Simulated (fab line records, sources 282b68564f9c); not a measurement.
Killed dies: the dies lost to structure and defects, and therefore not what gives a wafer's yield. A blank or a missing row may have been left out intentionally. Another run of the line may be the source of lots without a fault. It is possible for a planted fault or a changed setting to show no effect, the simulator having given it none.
fab line records	flow ritCmos
record: lots: 7	wafers: 21	lastDay: 7
route steps=202 shown PLDD@114 SPACER@125 NSD@131 PSD@142 SDANNEAL@153 M1@202
lots with no fault: from the same line, run without faults
startH: the number of hours between the record's first day and the start of the first shown wafer of the lot	waitH: hours since the lot's step before	" repeats the value in the row above	L1.1+2: a row that stands for several wafers	- value missing, or start not given	* or withheld: withheld	< > ~ a bound
route shown NAME@n: a module of which the file shows steps, and the number in the route of the first	usual: average and standard deviation across the fault-free wafers	same: alike in all rows	chamber/n: place in a boat	sites: per-site readings	_std_site: standard deviation across them	_edge_site: inner sites' mean taken away from outer sites' mean	radiusMm: how far each site lies from the wafer's centre	mask NAME#n: copy n	behind: the last tool/chamber to shape the wafer	hold: cause of the lot's hold/its duration in hours/its outcome	device: which transistor (n, p or np) failed to switch	end of line: the tests these same wafers got at the end of their route	where a step has no rows: the recipe by itself	killed: at the first sort, the dies lost to defects and structure; wafer yield is something else	map: per-die view of a wafer (x killed, . not killed, _ where there is no die)
set.NAME: the setting as run; set.NAME@STEP: as run at that earlier step	model.NAME: the simulator's own value behind a step, which no gauge read
lots at selected steps of the route; one table per step, one row per wafer
services: from which hour (startH, from the record's first day; less than 0 if before it) a tool's chamber was out of use, for how many hours, and why
== steps ==
step: RIT_PLDD_HMDS_00
recipe: primeTimeS: 60	primeTempC: 140
step: RIT_PLDD_COAT_01
recipe: resist: NOVOLAK	spinRpm: 3250	resistThkNm: 1000
step: RIT_PLDD_SOFTBAKE_02
recipe: resist: NOVOLAK	tempC: 90	timeS: 60
step: RIT_PLDD_EXPOSE_03
recipe: maskId: M8	na: 0.57	targetCdNm: 40900	doseMj: 250
step: RIT_PLDD_PEB_04
recipe: resist: NOVOLAK	tempC: withheld	timeS: withheld
step: RIT_PLDD_DEVELOP_05
recipe: resist: NOVOLAK	developTimeS: 50	devTempC: 23
step: RIT_PLDD_OVL_MEAS_06
usual: PLDD_OVL: 0.6/1.5
lot.wafer	tool	chamber	startH	waitH	PLDD_OVL[nm]
L884.1	overlay-02	-	99.78	-	0.8
L884.5	"	-	"	"	-0.9
L884.6	"	-	"	"	-1.7
L887.1	overlay-01	-	111.12	-	-1.9
L887.4	"	-	"	"	0.0
L887.5	"	-	"	"	0.0
L888.2	overlay-02	-	118.02	-	1.5
L888.5	"	-	"	"	2.0
L888.6	"	-	"	"	3.6
L889.3	overlay-01	-	124.04	-	0.7
L889.4	"	-	"	"	0.5
L889.6	"	-	"	"	-0.5
L890.1	overlay-01	-	126.70	-	-1.4
L890.2	"	-	"	"	-1.2
L890.4	"	-	"	"	-2.0
L891.1	overlay-02	-	130.56	-	-1.8
L891.3	"	-	"	"	-0.3
L891.4	"	-	"	"	0.5
L894.1	overlay-02	-	143.77	-	-2.4
L894.3	"	-	"	"	-1.4
L894.6	"	-	"	"	0.5
step: RIT_PLDD_HARDBAKE_07
recipe: resist: NOVOLAK	tempC: 140	timeS: 60
step: RIT_PLDD_IMPLANT_08
recipe: species: BF2	energyKev: 20	doseCm2: 9e+14	tiltDeg: 7
step: RIT_PLDD_STRIP_09
recipe: chemistry: O2	timeS: 180	resist: NOVOLAK	platenTempC: withheld	powerW: 500	pressureMtorr: 4000	o2FlowSccm: 4000
usual: drypumpMotorCurrentA: 5.1/0.36
same: timeS: 180
lot.wafer	tool	chamber	startH	waitH	drypumpMotorCurrentA	rfHoursCounterH
L884.1	plasmaAsher-01	1	100.12	0.1	4.7	38
L884.5	"	1	"	"	4.7	-
L884.6	"	0	"	"	5.3	-
L887.1	plasmaAsher-04	1	111.45	0.1	5.2	54
L887.4	"	1	"	"	5.2	-
L887.5	"	0	"	"	4.8	-
L888.2	plasmaAsher-04	1	118.35	0.1	5.2	55
L888.5	"	0	"	"	4.8	-
L888.6	"	1	"	"	5.2	-
L889.3	plasmaAsher-01	1	124.42	0.1	4.7	-
L889.4	"	0	"	"	5.3	-
L889.6	"	1	"	"	4.7	-
L890.1	plasmaAsher-04	0	127.03	0.1	4.8	56
L890.2	"	1	"	"	5.2	56
L890.4	"	1	"	"	5.2	-
L891.1	plasmaAsher-03	0	130.90	0.1	5.8	54
L891.3	"	0	"	"	5.8	-
L891.4	"	1	"	"	5.4	-
L894.1	plasmaAsher-01	1	144.10	0.1	4.7	3
L894.3	"	0	"	"	5.3	-
L894.6	"	1	"	"	4.7	-
step: RIT_PLDD_TW_MEAS_10
usual: PLDD_TW: 2337/10
lot.wafer	tool	chamber	startH	waitH	PLDD_TW
L884.1	filmMetro-01	-	100.29	0.1	2331
L884.5	"	-	"	"	2326
L884.6	"	-	"	"	2335
L887.1	filmMetro-03	-	111.63	0.1	2337
L887.4	"	-	"	"	2330
L887.5	"	-	"	"	2333
L888.2	filmMetro-02	-	118.53	0.1	2343
L888.5	"	-	"	"	2343
L888.6	"	-	"	"	2335
L889.3	filmMetro-02	-	124.55	0.1	2344
L889.4	"	-	"	"	2325
L889.6	"	-	"	"	2333
L890.1	filmMetro-02	-	127.21	0.1	2345
L890.2	"	-	"	"	2353
L890.4	"	-	"	"	2336
L891.1	filmMetro-03	-	131.07	0.1	2339
L891.3	"	-	"	"	2336
L891.4	"	-	"	"	2339
L894.1	filmMetro-01	-	144.28	0.1	2355
L894.3	"	-	"	"	2333
L894.6	"	-	"	"	2336
step: RIT_SPACER_CLEAN_00
recipe: chemistry: SC1	mix: 3:3:50	timeS: 600	tempC: 75
step: RIT_SPACER_CLEAN_01
recipe: chemistry: dHF	dilution: 50:1	timeS: 30
same: timeS: 30
lot.wafer	tool	chamber	startH	waitH
L884.1+5+6	wetBench-03	1	100.54	0.0
L887.1+4+5	wetBench-02	0	111.86	0.0
L888.2+5+6	wetBench-03	3	118.76	0.0
L889.3+4+6	wetBench-03	0	124.77	0.0
L890.1+2+4	wetBench-03	1	127.44	0.0
L891.1+3+4	wetBench-03	2	131.31	0.0
L894.1+3+6	wetBench-03	1	144.51	0.0
step: RIT_SPACER_CLEAN_02
recipe: chemistry: SC2	mix: 3:3:50	timeS: 600	tempC: 75	dry: n2Spin
step: RIT_SPACER_CVD_03
recipe: material: Si3N4	targetThkNm: 250	tempC: 810	precursor: SiH2Cl2/NH3	timeS: 3300	pressureMtorr: 300	sih2cl2FlowSccm: 60	nh3FlowSccm: 150
step: RIT_SPACER_THK_MEAS_04
recipe: reads: Si3N4_of_SPACER_CVD_03
usual: SPACER_NITRIDE_THK: 249.4/1.8
lot.wafer	tool	chamber	startH	waitH	SPACER_NITRIDE_THK[nm]
L884.1	filmMetro-04	-	103.61	0.0	249.7
L884.5	"	-	"	"	250.2
L884.6	"	-	"	"	249.9
L887.1	filmMetro-04	-	114.93	0.0	248.9
L887.4	"	-	"	"	247.6
L887.5	"	-	"	"	248.7
L888.2	filmMetro-04	-	122.01	0.0	251.3
L888.5	"	-	"	"	250.7
L888.6	"	-	"	"	250.5
L889.3	filmMetro-03	-	126.90	0.0	249.6
L889.4	"	-	"	"	249.8
L889.6	"	-	"	"	249.8
L890.1	filmMetro-04	-	130.51	0.0	251.1
L890.2	"	-	"	"	250.4
L890.4	"	-	"	"	249.6
L891.1	filmMetro-03	-	133.42	0.0	252.4
L891.3	"	-	"	"	251.7
L891.4	"	-	"	"	250.6
L894.1	filmMetro-04	-	147.58	0.0	249.4
L894.3	"	-	"	"	250.0
L894.6	"	-	"	"	249.7
step: RIT_SPACER_ETCHBACK_05
recipe: targetDepthA: 2500	SF6_flow_sccm: 30	CHF3_flow_sccm: 30	target: Si3N4	chemistry: SF6/CHF3	pressureMtorr: 40	rfW: 250	timeS: 240	stopOn: SiO2
usual: SF6_flow_sccm: 29.99/0.078	drypumpMotorCurrentA: 5.7/0.57	oesProductAu: 0.846/0.016	throttleValvePct: 10.21/0.16
same: timeS: 240
lot.wafer	tool	chamber	startH	waitH	SF6_flow_sccm	drypumpMotorCurrentA	oesProductAu	rfHoursCounterH	throttleValvePct
L884.1	rieDiel-03	2	103.67	0.1	30.06	6.6	0.842	6	10.38
L884.5	"	1	"	"	29.95	5.3	0.844	-	10.15
L884.6	"	2	"	"	30.01	6.6	0.835	-	10.38
L887.1	rieDiel-03	0	114.99	0.1	29.93	5.2	0.837	24	10.18
L887.4	"	1	"	"	30.04	5.3	0.838	9	10.14
L887.5	"	0	"	"	30.06	5.2	0.837	-	10.18
L888.2	rieDiel-02	3	122.06	0.0	30.00	6.0	0.876	95	10.43
L888.5	"	2	"	"	29.95	5.0	0.854	-	10.09
L888.6	"	1	"	"	29.90	5.7	0.832	-	10.34
L889.3	rieDiel-01	3	126.94	0.0	30.04	5.3	0.828	6	10.49
L889.4	"	0	"	"	30.01	6.3	0.863	87	10.19
L889.6	"	2	"	"	29.91	5.3	0.857	-	10.03
L890.1	rieDiel-02	2	130.57	0.1	29.93	5.0	0.842	99	10.10
L890.2	"	1	"	"	30.00	5.8	0.828	54	10.33
L890.4	"	3	"	"	29.99	6.0	0.866	95	10.44
L891.1	rieDiel-01	0	133.48	0.1	30.01	6.3	0.864	87	10.18
L891.3	"	1	"	"	29.99	6.5	0.849	5	10.31
L891.4	"	1	"	"	29.94	6.5	0.841	-	10.30
L894.1	rieDiel-01	0	147.64	0.1	29.92	6.3	0.859	87	10.18
L894.3	"	2	"	"	30.08	5.3	0.862	133	10.03
L894.6	"	1	"	"	30.09	6.5	0.839	-	10.28
step: RIT_NSD_HMDS_00
recipe: primeTimeS: 60	primeTempC: 140
step: RIT_NSD_COAT_01
recipe: resist: NOVOLAK	spinRpm: 3250	resistThkNm: 1000
step: RIT_NSD_SOFTBAKE_02
recipe: resist: NOVOLAK	tempC: 90	timeS: 60
step: RIT_NSD_EXPOSE_03
recipe: maskId: M9	na: 0.57	targetCdNm: 40700	doseMj: 250
step: RIT_NSD_PEB_04
recipe: resist: NOVOLAK	tempC: withheld	timeS: withheld
step: RIT_NSD_DEVELOP_05
recipe: resist: NOVOLAK	developTimeS: 50	devTempC: 23
step: RIT_NSD_OVL_MEAS_06
usual: NSD_OVL: 0.2/1.3
lot.wafer	tool	chamber	startH	waitH	NSD_OVL[nm]
L884.1	overlay-02	-	104.75	-	0.0
L884.5	"	-	"	"	-0.3
L884.6	"	-	"	"	-1.8
L887.1	overlay-01	-	115.99	-	-1.6
L887.4	"	-	"	"	-0.1
L887.5	"	-	"	"	0.0
L888.2	overlay-02	-	123.21	-	2.1
L888.5	"	-	"	"	1.4
L888.6	"	-	"	"	0.9
L889.3	overlay-02	-	128.08	-	1.1
L889.4	"	-	"	"	-0.9
L889.6	"	-	"	"	-0.5
L890.1	overlay-01	-	131.70	-	-1.1
L890.2	"	-	"	"	-1.1
L890.4	"	-	"	"	0.1
L891.1	overlay-02	-	134.60	-	0.2
L891.3	"	-	"	"	-0.3
L891.4	"	-	"	"	-0.3
L894.1	overlay-02	-	148.77	-	-0.7
L894.3	"	-	"	"	1.7
L894.6	"	-	"	"	-0.8
step: RIT_NSD_HARDBAKE_07
recipe: resist: NOVOLAK	tempC: 140	timeS: 60
step: RIT_NSD_IMPLANT_08
recipe: species: P	energyKev: 25	doseCm2: 1e+15	tiltDeg: 7
step: RIT_NSD_STRIP_09
recipe: chemistry: O2	timeS: 180	resist: NOVOLAK	platenTempC: withheld	powerW: 500	pressureMtorr: 4000	o2FlowSccm: 4000
usual: drypumpMotorCurrentA: 5.4/0.58
same: timeS: 180
lot.wafer	tool	chamber	startH	waitH	drypumpMotorCurrentA	rfHoursCounterH
L884.1	plasmaAsher-03	1	105.09	0.1	5.4	51
L884.5	"	0	"	"	5.8	-
L884.6	"	1	"	"	5.4	-
L887.1	plasmaAsher-02	0	116.33	0.1	6.5	29
L887.4	"	1	"	"	5.0	-
L887.5	"	0	"	"	6.5	-
L888.2	plasmaAsher-02	0	123.67	0.1	6.5	30
L888.5	"	0	"	"	6.5	-
L888.6	"	1	"	"	5.0	-
L889.3	plasmaAsher-01	1	128.46	0.1	4.7	-
L889.4	"	0	"	"	5.2	-
L889.6	"	0	"	"	5.3	-
L890.1	plasmaAsher-03	1	132.03	0.1	5.4	54
L890.2	"	0	"	"	5.8	54
L890.4	"	0	"	"	5.8	-
L891.1	plasmaAsher-01	0	134.94	0.1	5.3	2
L891.3	"	1	"	"	4.7	-
L891.4	"	0	"	"	5.3	-
L894.1	plasmaAsher-01	1	149.10	0.1	4.7	4
L894.3	"	0	"	"	5.3	-
L894.6	"	0	"	"	5.3	-
step: RIT_NSD_TW_MEAS_10
usual: NSD_TW: 3105/14
lot.wafer	tool	chamber	startH	waitH	NSD_TW
L884.1	filmMetro-02	-	105.26	0.1	3096
L884.5	"	-	"	"	3110
L884.6	"	-	"	"	3100
L887.1	filmMetro-01	-	116.50	0.1	3121
L887.4	"	-	"	"	3112
L887.5	"	-	"	"	3109
L888.2	filmMetro-02	-	123.85	0.1	3108
L888.5	"	-	"	"	3090
L888.6	"	-	"	"	3110
L889.3	filmMetro-02	-	128.59	0.1	3103
L889.4	"	-	"	"	3105
L889.6	"	-	"	"	3104
L890.1	filmMetro-03	-	132.21	0.1	3104
L890.2	"	-	"	"	3121
L890.4	"	-	"	"	3103
L891.1	filmMetro-02	-	135.12	0.1	3112
L891.3	"	-	"	"	3121
L891.4	"	-	"	"	3090
L894.1	filmMetro-02	-	149.28	0.1	3085
L894.3	"	-	"	"	3104
L894.6	"	-	"	"	3105
step: RIT_PSD_HMDS_00
recipe: primeTimeS: 60	primeTempC: 140
step: RIT_PSD_COAT_01
recipe: resist: NOVOLAK	spinRpm: 3250	resistThkNm: 1000
step: RIT_PSD_SOFTBAKE_02
recipe: resist: NOVOLAK	tempC: 90	timeS: 60
step: RIT_PSD_EXPOSE_03
recipe: maskId: M10	na: 0.57	targetCdNm: 40900	doseMj: 250
step: RIT_PSD_PEB_04
recipe: resist: NOVOLAK	tempC: withheld	timeS: withheld
step: RIT_PSD_DEVELOP_05
recipe: resist: NOVOLAK	developTimeS: 50	devTempC: 23
step: RIT_PSD_OVL_MEAS_06
usual: PSD_OVL: 1.2/1.5
lot.wafer	tool	chamber	startH	waitH	PSD_OVL[nm]
L884.1	overlay-02	-	106.30	-	1.6
L884.5	"	-	"	"	2.1
L884.6	"	-	"	"	0.0
L887.1	overlay-02	-	117.54	-	3.6
L887.4	"	-	"	"	1.3
L887.5	"	-	"	"	0.9
L888.2	overlay-02	-	124.76	-	1.9
L888.5	"	-	"	"	2.6
L888.6	"	-	"	"	3.4
L889.3	overlay-02	-	129.62	-	-0.8
L889.4	"	-	"	"	2.3
L889.6	"	-	"	"	0.6
L890.1	overlay-02	-	133.12	-	1.2
L890.2	"	-	"	"	1.1
L890.4	"	-	"	"	-0.3
L891.1	overlay-01	-	136.28	-	0.7
L891.3	"	-	"	"	-0.2
L891.4	"	-	"	"	0.5
L894.1	overlay-01	-	150.26	-	1.0
L894.3	"	-	"	"	-0.3
L894.6	"	-	"	"	3.2
step: RIT_PSD_HARDBAKE_07
recipe: resist: NOVOLAK	tempC: 140	timeS: 60
step: RIT_PSD_IMPLANT_08
recipe: species: BF2	energyKev: 27	doseCm2: 5e+15	tiltDeg: 7
step: RIT_PSD_STRIP_09
recipe: chemistry: O2	timeS: 180	resist: NOVOLAK	platenTempC: withheld	powerW: 500	pressureMtorr: 4000	o2FlowSccm: 4000
usual: drypumpMotorCurrentA: 5.3/0.62
same: timeS: 180
lot.wafer	tool	chamber	startH	waitH	drypumpMotorCurrentA	rfHoursCounterH
L884.1	plasmaAsher-04	1	106.63	0.1	5.2	53
L884.5	"	0	"	"	4.8	-
L884.6	"	1	"	"	5.2	-
L887.1	plasmaAsher-01	1	117.87	0.1	4.7	0
L887.4	"	0	"	"	5.3	-
L887.5	"	1	"	"	4.7	-
L888.2	plasmaAsher-02	0	125.09	0.1	6.5	30
L888.5	"	1	"	"	5.0	-
L888.6	"	0	"	"	6.5	-
L889.3	plasmaAsher-01	0	130.00	0.1	5.3	-
L889.4	"	1	"	"	4.7	-
L889.6	"	1	"	"	4.7	-
L890.1	plasmaAsher-02	1	133.45	0.1	5.0	31
L890.2	"	0	"	"	6.5	31
L890.4	"	1	"	"	4.9	-
L891.1	plasmaAsher-01	1	136.67	0.1	4.7	2
L891.3	"	1	"	"	4.7	-
L891.4	"	0	"	"	5.3	-
L894.1	plasmaAsher-01	1	150.60	0.1	4.7	4
L894.3	"	0	"	"	5.3	-
L894.6	"	0	"	"	5.3	-
step: RIT_PSD_TW_MEAS_10
usual: PSD_TW: 3414/17
lot.wafer	tool	chamber	startH	waitH	PSD_TW
L884.1	filmMetro-01	-	106.81	0.1	3395
L884.5	"	-	"	"	3416
L884.6	"	-	"	"	3413
L887.1	filmMetro-01	-	118.05	0.1	3442
L887.4	"	-	"	"	3406
L887.5	"	-	"	"	3424
L888.2	filmMetro-02	-	125.27	0.1	3417
L888.5	"	-	"	"	3428
L888.6	"	-	"	"	3430
L889.3	filmMetro-03	-	130.14	0.1	3425
L889.4	"	-	"	"	3426
L889.6	"	-	"	"	3411
L890.1	filmMetro-02	-	133.63	0.1	3440
L890.2	"	-	"	"	3431
L890.4	"	-	"	"	3421
L891.1	filmMetro-01	-	136.84	0.1	3425
L891.3	"	-	"	"	3415
L891.4	"	-	"	"	3428
L894.1	filmMetro-01	-	150.77	0.1	3413
L894.3	"	-	"	"	3407
L894.6	"	-	"	"	3405
step: RIT_SDANNEAL_CLEAN_00
recipe: chemistry: SC1	mix: 3:3:50	timeS: 600	tempC: 75
step: RIT_SDANNEAL_CLEAN_01
recipe: chemistry: dHF	dilution: 50:1	timeS: 30
step: RIT_SDANNEAL_CLEAN_02
recipe: chemistry: SC2	mix: 3:3:50	timeS: 600	tempC: 75	dry: n2Spin
step: RIT_M1_PROBE_99
usual: killedAtFrontEnd: 6.6/3	killedDies: 6.6/3	killedOnRim: 1.8/1.4	killedOpen: 3.4/2	killedShort: 3.2/2
same: grossDies: 264	killed_at_M0_to_M3: 0	killed_at_M4_up: 0	killedAtBackSide: 0	killedAtContacts: 0	killedAtOther: 0
lot.wafer	tool	chamber	startH	waitH	killedAtFrontEnd	killedDies	killedOnRim	killedOpen	killedShort
L884.1	prober-01	-	114.81	0.1	7	7	1	1	6
L884.5	prober-01	-	115.01	0.2	6	6	1	4	2
L884.6	prober-01	-	115.06	0.2	4	4	1	3	1
L890.1	prober-02	-	142.02	0.1	38	38	13	2	3
L890.2	prober-02	-	142.07	0.1	33	33	12	2	0
L890.4	prober-02	-	142.17	0.2	40	40	13	4	5
L891.1	prober-01	-	144.57	0.1	38	38	10	2	3
L891.3	prober-01	-	144.67	0.2	38	38	11	4	1
L891.4	prober-01	-	144.72	0.2	38	38	12	4	1
L894.1	prober-02	-	158.64	0.1	41	41	14	5	4
L894.3	prober-02	-	158.74	0.2	39	39	12	3	3
L894.6	prober-02	-	158.89	0.2	41	41	12	5	3
killed by level:class
L884.1 FOX1:geometricParticle:short=2 FOX2:geometricParticle:short=2 FOX1:geometricParticle:open=1 GATE:geometricParticle:short=1 REOX:geometricParticle:short=1
L884.5 GATE:geometricParticle:open=4 FOX2:geometricParticle:short=1 REOX:geometricParticle:short=1
L884.6 FOX1:geometricParticle:open=1 GATE:geometricParticle:open=1 GATE:geometricParticle:short=1 SPACER:geometricParticle:open=1
L890.1 SPACER:unspecified=33 GATE:geometricParticle:short=1 GATE:geometricParticle:open=1 REOX:geometricParticle:short=1 SPACER:geometricParticle:open=1 SILICIDE:geometricParticle:short=1
L890.2 SPACER:unspecified=31 SPACER:geometricParticle:open=2
L890.4 SPACER:unspecified=31 FOX2:geometricParticle:short=3 FOX2:geometricParticle:open=1 GATE:geometricParticle:open=1 REOX:geometricParticle:short=1 REOX:geometricParticle:open=1 SILICIDE:geometricParticle:open=1 SILICIDE:geometricParticle:short=1
L891.1 SPACER:unspecified=33 REOX:geometricParticle:open=2 FOX2:geometricParticle:short=1 GATE:geometricParticle:short=1 REOX:geometricParticle:short=1
L891.3 SPACER:unspecified=33 REOX:geometricParticle:open=2 FOX1:geometricParticle:open=1 GATE:geometricParticle:open=1 REOX:geometricParticle:short=1
L891.4 SPACER:unspecified=33 FOX1:geometricParticle:open=2 FOX1:geometricParticle:short=1 GATE:geometricParticle:open=1 REOX:geometricParticle:open=1
L894.1 SPACER:unspecified=32 SILICIDE:geometricParticle:open=2 FOX1:geometricParticle:short=1 FOX2:geometricParticle:short=1 GATE:geometricParticle:short=1 GATE:geometricParticle:open=1 REOX:geometricParticle:open=1 SPACER:geometricParticle:open=1
L894.3 SPACER:unspecified=33 FOX1:geometricParticle:short=2 FOX2:geometricParticle:short=1 GATE:geometricParticle:open=1 REOX:geometricParticle:open=1 SILICIDE:geometricParticle:open=1
L894.6 SPACER:unspecified=33 GATE:geometricParticle:open=2 FOX1:geometricParticle:open=1 FOX2:geometricParticle:short=1 GATE:geometricParticle:short=1 SPACER:geometricParticle:open=1 SILICIDE:geometricParticle:open=1 SILICIDE:geometricParticle:short=1
map L890.4 (x killed, . not)
________......._______
_____.....x.......____
____...............___
___.................__
__..................._
__.........x......x.._
_.....................
_.x...................
_.....................
_....x................
__.............xxxx.._
__.x.........xxxxxxxx_
___..........xxxxxxx__
____.x.......xxxxxx___
_____.....xx.xxxxx____
________......x_______
map L891.1 (x killed, . not)
________......._______
_____.............____
____...............___
___........x........__
__..................._
__..x...x............_
_.....................
_.....................
_.....................
_..x.xxx..............
__.xxxxxx.x.........._
__xxxxxxxx..........._
___xxxxxxx..........__
____xxxxx..........___
_____xxxx.........____
________......._______
== services ==
tool	chamber	startH	hours	kind
plasmaAsher-01	-	108.75	9.0	pm
plasmaAsher-01	0	108.75	9.0	ventCycle
plasmaAsher-01	1	108.75	9.0	ventCycle
plasmaAsher-01	0	117.75	-	clean
plasmaAsher-01	1	117.75	-	clean
rieDiel-01	2	123.10	3.8	repair
rieDiel-01	0	139.81	2.8	repair
plasmaAsher-03	-	141.43	21.2	repair
== key ==
firstSign: step: RIT_M1_PROBE_99	reading: killedAtFrontEnd	direction: up	sigmas: 11	usual: 6.6	struck: 38.4
effect: step: RIT_M1_PROBE_99	reading: killedDies	direction: up	sigmas: 11	usual: 6.6	struck: 38.4
metAt RIT_SPACER_CLEAN_01
struckWafers L890.1,L890.2,L890.4,L891.1,L891.3,L891.4,L894.1,L894.3,L894.6
testerLeftOut L890,L891,L894
onsetBetween 124.77 127.44
alsoFits time
fault: kind: chamberParticleSource	tool: wetBench-03	chamber: -	onsetH: 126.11	steps: RIT_SPACER_CLEAN_01	ratePerVisitCm2: 2.2321	endH: 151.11
testerLeftOut: of these lots the tester's yield and bins aren't shown, on N5 and GAA mostly nor the transistor test; their killed dies are dies lost to structure and defects alone, not to doping, threshold or leakage, so they don't give the yield
